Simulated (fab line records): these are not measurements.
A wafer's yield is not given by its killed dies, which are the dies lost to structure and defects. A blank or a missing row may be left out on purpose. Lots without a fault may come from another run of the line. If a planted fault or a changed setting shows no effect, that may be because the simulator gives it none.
Which tool is to blame? ; flow berkeleyCmos170 ; 18 wafers from 6 lots sampled at 2 of the route's 331 steps

## WHAT EACH GAUGE READ, for each wafer
UCB170_NWELL_THK_MEAS_05.
lot;measured;on;NWELL_NITRIDE_THK (nm)
L465;day 2 09:31;filmMetro-03;224.1 224.7 223.1
L468;day 2 23:04;filmMetro-04;254.1 253.9 252.1
L477;day 4 22:07;filmMetro-03;227.4 229.8 229.1
L482;day 5 23:32;filmMetro-03;226.5 226.9 227.1
L484;day 6 16:56;filmMetro-01;226.8 226.1 227.9
L486;day 7 00:59;filmMetro-04;223.5 224.6 225.1

## WHICH TOOL RAN EACH LOT (tool, then ch and the chambers of the sampled wafers, then the start)
lot;UCB170_NWELL_CVD_04
L465;lpcvd-02 ch 1, day 2 07:34
L468;lpcvd-02 ch 0, day 2 21:07
L477;lpcvd-01 ch 0, day 4 20:11
L482;lpcvd-01 ch 1, day 5 21:35
L484;lpcvd-02 ch 1, day 6 14:55
L486;lpcvd-01 ch 0, day 6 23:04
- UCB170_NWELL_CVD_04: deposits Si3N4 from SiH2Cl2/NH3, target thk 224 nm, time 3360 s.

## THE ANSWER, worked out from the rows above alone
Rule: usual is defined by the lots themselves. The widest of any qualifying gaps counts: lots, ordered by their means at a reading, are off when they make up no more than a third of the lots, leave a main group of 4 or more, and stand apart from it by 3 or more times the standard deviation of that group's means. A main group whose means are all the same, to the digits that the tables above print for the reading, isn't used. Also off: a lot with no number at a reading for which 4 or more lots have one. Any other lot the step has rows for is counted as sound.
Off: L468, seen at UCB170_NWELL_THK_MEAS_05 (NWELL_NITRIDE_THK). For the main group the mean is 226.2 nm and the standard deviation 1.8.
A tool fits if, at a process step before that reading, it ran every lot that is off, and no sound lot after the first of them. The gauges at UCB170_NWELL_THK_MEAS_05 are tried like those tools. None of those tried fits.

## WHAT THE SIMULATOR HAD INSERTED
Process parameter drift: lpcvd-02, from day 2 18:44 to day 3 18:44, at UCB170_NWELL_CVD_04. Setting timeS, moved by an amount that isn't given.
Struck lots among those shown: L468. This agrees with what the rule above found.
